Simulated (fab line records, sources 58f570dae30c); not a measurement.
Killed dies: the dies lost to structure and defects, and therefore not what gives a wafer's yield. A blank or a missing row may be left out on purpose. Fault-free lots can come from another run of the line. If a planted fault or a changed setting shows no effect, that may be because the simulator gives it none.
A struck lot beside a sound one :: flow berkeley cmos170 :: 38 steps out of a route of 331
Sound: these wafers, L600.1, L600.3, L600.4. Wafers struck: L606.1, L606.2, L606.4. Last of all comes the cause.
Order at every step that has rows: each side's tool, ch and its chambers, its first start. Under that, the readings that differ: sound wafers :: struck wafers :: difference of the means :: sigmas: that difference in standard deviations of wafers without a fault.
alike: readings with means less than 2 such deviations apart, plus words and numbers identical on both sides. not compared: withheld readings, readings lacking a value on some wafer, bounds such as >300 that could conceal the same value, and numbers that have no deviation in the record and whose values overlap.
Wherever a step has rows on one side only, a row that says differs or no value, or a row with sigmas, the two part there. Numbers that don't overlap but have no deviation are shown without sigmas and don't part them. Lack of a reading on every wafer of one side parts them only where that side has two or more wafers.

UCB170_SPACER_CVD_00: deposits SiO2 from TEOS/O2, target thk 376 nm, time 47 s.
  sound on pecvd-01 ch 0,1,2, day 7 15:46; struck on pecvd-03 ch 0,1,2, day 8 15:21
  alike: heater power w
UCB170_SPACER_THK_MEAS_01:
  sound on film metro-03, day 7 15:49; struck on film metro-03, day 8 15:23
  alike: SPACER_TEOS_THK
then, 8 steps without rows for these wafers: UCB170_SPACER_ANNEAL_02 (time 1800 s); UCB170_SPACER_ETCHBACK_03 (etches SiO2 in CHF3/CF4/Ar, stops on Si, target depth 376 nm, time 100 s); UCB170_PSD_HMDS_00 (prime time 60 s); UCB170_PSD_COAT_01 (resist thk 900 nm); UCB170_PSD_SOFTBAKE_02 (time 60 s); UCB170_PSD_EXPOSE_03 (exposes mask PSELECT MOD, target cd 1200 nm); UCB170_PSD_PEB_04; UCB170_PSD_DEVELOP_05 (develop time 45 s).
UCB170_PSD_CD_MEAS_06: the cd target is 1200 nm.
  sound on cd sem-02, day 7 23:29; struck on cd sem-01, day 8 19:23
  alike: cd nm
UCB170_PSD_OVL_MEAS_07:
  sound on overlay-02, day 7 23:37; struck on overlay-01, day 8 19:31
  alike: PSD_OVL
UCB170_PSD_IMPLANT_08:
  sound on implanter-02 ch 0, day 7 23:39; struck on implanter-01 ch 0, day 8 19:33
reading: implant ion amu
sound: 11 11 11
struck: 49 49 49
difference: +38
sigmas: 

reading: model.implant.rp nm (nm)
sound: 62.11 62.11 62.11
struck: 17.15 17.15 17.15
difference: -44.96
sigmas: 

reading: model.implant.drp nm (nm)
sound: 28.34 28.34 28.34
struck: 9.752 9.752 9.752
difference: -18.588
sigmas: 
UCB170_PSD_STRIP_09: strips in O2.
  sound on plasma asher-04 ch 0,1, day 7 23:48; struck on plasma asher-01 ch 0,1, day 8 19:42
reading: oes product au (a.u.)
sound: 0.607 0.609 0.609
struck: 0.615 0.624 0.622
difference: +0.012
sigmas: +3

reading: strip time to endpoint s (s)
sound: 29.42 29.35 29.45
struck: 27.99 28.03 28.03
difference: -1.39
sigmas: -19
  alike: drypump motor current A
  not compared: rf hours counter h
UCB170_PSD_TW_MEAS_10:
  sound on film metro-01, day 7 23:54; struck on film metro-02, day 8 19:48
reading: PSD_TW
sound: 2314 2325 2319
struck: 3021 3020 3018
difference: +700
sigmas: +50
then, 7 steps without rows for these wafers: UCB170_PSD_CLEAN_11 (cleans in SPM, time 600 s); UCB170_NSD_HMDS_00 (prime time 60 s); UCB170_NSD_COAT_01 (resist thk 900 nm); UCB170_NSD_SOFTBAKE_02 (time 60 s); UCB170_NSD_EXPOSE_03 (exposes mask NSELECT MOD, target cd 1200 nm); UCB170_NSD_PEB_04; UCB170_NSD_DEVELOP_05 (develop time 45 s).
UCB170_NSD_CD_MEAS_06: the cd target is 1200 nm.
  sound on cd sem-02, day 8 01:23; struck on cd sem-02, day 8 22:17
  alike: cd nm
UCB170_NSD_OVL_MEAS_07:
  sound on overlay-01, day 8 01:30; struck on overlay-01, day 8 22:24
  alike: NSD_OVL
following that, these wafers have no rows for 1 step: UCB170_NSD_IMPLANT_08.
UCB170_NSD_STRIP_09: strips in O2.
  sound on plasma asher-02 ch 0,1, day 8 01:41; struck on plasma asher-04 ch 0,1, day 8 22:35
reading: strip time to endpoint s (s)
sound: 35.79 35.81 35.83
struck: 35.97 35.97 35.93
difference: +0.15
sigmas: +2
  alike: drypump motor current A, oes product au
  not compared: rf hours counter h
UCB170_NSD_TW_MEAS_10:
  sound on film metro-02, day 8 01:47; struck on film metro-04, day 8 22:41
  alike: NSD_TW
then, 4 steps without rows for these wafers: UCB170_NSD_CLEAN_11 (cleans in SPM, time 600 s); UCB170_BACKSIDE_HMDS_00 (prime time 60 s); UCB170_BACKSIDE_COAT_01 (resist thk 900 nm); UCB170_BACKSIDE_SOFTBAKE_02 (time 60 s).
UCB170_BACKSIDE_STRIP_03: strips in O2.
  sound on plasma asher-04 ch 0,1, day 8 02:28; struck on plasma asher-01 ch 0,1, day 8 23:37
  alike: drypump motor current A, oes product au, strip time to endpoint s
  not compared: rf hours counter h
then, 1 step without rows for these wafers: UCB170_BACKSIDE_CLEAN_04 (cleans in SPM, time 600 s).
UCB170_SDANNEAL_RTA_00: time 10 s.
  sound on rtp anneal-01 ch 0, day 8 02:49; struck on rtp anneal-01 ch 0, day 9 00:17
  alike: lamp power pct, wafer_temp_C_max
UCB170_SDANNEAL_RTA_01: time 5 s.
  sound on rtp anneal-01 ch 0, day 8 02:53; struck on rtp anneal-01 ch 0, day 9 00:20
  alike: lamp power pct, wafer_temp_C_max
UCB170_SDANNEAL_RS_MEAS_02: measures by four-point-probe.
  sound on film metro-02, day 8 02:56; struck on film metro-02, day 9 00:28
reading: PSD_RS (ohm/sq)
sound: 76.3 76.3 76.4
struck: 147.1 146.9 146.9
difference: +70.6
sigmas: +99 or more
UCB170_SDANNEAL_RS_MEAS_03: measures by four-point-probe.
  sound on film metro-02, day 8 03:03; struck on film metro-02, day 9 00:35
  alike: NSD_RS
UCB170_M3_PROBE_99:
  rows exist in the record for the sound wafers here (prober-02, day 9 05:32), none for the struck ones

== WHERE THEY PART ==
Last at UCB170_M3_PROBE_99 as far as this record goes, first at UCB170_PSD_STRIP_09.

WHY: whatever the simulator had introduced
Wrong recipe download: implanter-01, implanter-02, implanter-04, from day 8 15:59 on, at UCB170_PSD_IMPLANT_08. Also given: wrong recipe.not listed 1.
